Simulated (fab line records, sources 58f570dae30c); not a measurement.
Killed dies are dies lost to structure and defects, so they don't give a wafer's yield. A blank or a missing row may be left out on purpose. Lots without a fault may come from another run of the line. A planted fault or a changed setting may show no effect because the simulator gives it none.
Split-lot experiment | flow berkeley_cmos170 | 5 lots, 23 wafers read, on a route of 331 steps

THE SPLIT
At UCB170_V1_EXPOSE_09 (exposes mask VIA1, target cd 700 nm), the setting dose_mj was moved away from the recipe's 37 on 7 of the 23 wafers read, by +3.2% to +6.9%. The other wafers ran this setting at the recipe's value.

FROM THE SPLIT TO THE READING: what the file shows between them, 2 steps
- UCB170_V1_PEB_10
- UCB170_V1_DEVELOP_11: develop time 45 s

THE READING
cd_nm, in nm, at UCB170_V1_CD_MEAS_12 (target cd 700 nm). Fault-free wafers of this fab line usually give 700.2 nm, standard deviation 1 nm.

wafer  | tool, chamber at the split | dose_mj as run | against the recipe | cd_nm, nm | against lot-mates on the recipe
L074.1 | krf_scanner-02, 0          | 39.57          | +6.9%              | 711.6     | +11.5
L074.2 | krf_scanner-02, 0          | 37             | recipe             | 700.2     | -
L074.3 | krf_scanner-02, 0          | 39.57          | +6.9%              | 711.8     | +11.7
L074.5 | krf_scanner-02, 0          | 37             | recipe             | 700.4     | -
L074.6 | krf_scanner-02, 0          | 37             | recipe             | 699.7     | -
L076.1 | krf_scanner-02, 0          | 37             | recipe             | 700.3     | -
L076.3 | krf_scanner-02, 0          | 37             | recipe             | 701.7     | -
L076.4 | krf_scanner-02, 0          | 37             | recipe             | 699.6     | -
L081.1 | krf_scanner-01, 0          | 37             | recipe             | 699.0     | -
L081.2 | krf_scanner-01, 0          | 37             | recipe             | 699.4     | -
L081.3 | krf_scanner-01, 0          | 37             | recipe             | 699.2     | -
L081.5 | krf_scanner-01, 0          | 37             | recipe             | 699.6     | -
L081.6 | krf_scanner-01, 0          | 37             | recipe             | 699.0     | -
L083.1 | krf_scanner-01, 0          | 37             | recipe             | 698.6     | -
L083.3 | krf_scanner-01, 0          | 38.77          | +4.8%              | 708.8     | +10.0
L083.4 | krf_scanner-01, 0          | 37             | recipe             | 700.0     | -
L083.5 | krf_scanner-01, 0          | 37             | recipe             | 697.8     | -
L083.6 | krf_scanner-01, 0          | 38.77          | +4.8%              | 707.7     | +8.9
L084.1 | krf_scanner-02, 0          | 37             | recipe             | 699.0     | -
L084.2 | krf_scanner-02, 0          | 37             | recipe             | 698.4     | -
L084.4 | krf_scanner-02, 0          | 38.19          | +3.2%              | 705.8     | +7.1
L084.5 | krf_scanner-02, 0          | 38.19          | +3.2%              | 704.8     | +6.1
L084.6 | krf_scanner-02, 0          | 38.19          | +3.2%              | 705.5     | +6.8

THE FIT
A straight line over all 23 wafers: cd_nm changes by +1.79 nm for each +1% of dose_mj; r = +0.98; the points scatter about the line by 0.82 nm.
The same after taking each lot's own level away (the mean of its wafers on the recipe; 23 wafers): +1.8 nm for each +1%; r = +0.99; scatter 0.75 nm.
On that fit, the largest move of dose_mj shifts the reading by 13 nm.
The lots' own levels span 698.70 to 700.53 nm, that is 1.8 times the standard deviation above.
So the lot-to-lot level changes the slope little: the two slopes agree.
Check: with one of the wafers moved furthest among these (+6.9%) left out of the fit, the line predicts +13.1 nm for it against its lot-mates. It came out at +11.5 nm against them.

OTHER SPLITS ON THESE WAFERS
These wafers also went through other splits before the reading. Each is held against what the fit with the lots' levels taken away leaves over:
other split on the same wafers     | wafers away from the commonest value | r with cd_nm (lot level and that fit taken away)
UCB170_CONTACT_CVD_01 o2_flow_sccm | 10                                   | +0.25
UCB170_M1_COAT_04 resist_thk_nm    | 9                                    | +0.02
UCB170_V1_CVD_00 time_s            | 8                                    | +0.17

THE FILE'S OWN FIT
cd_nm changes by +1.81 nm for each +1% of dose_mj, r = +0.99.
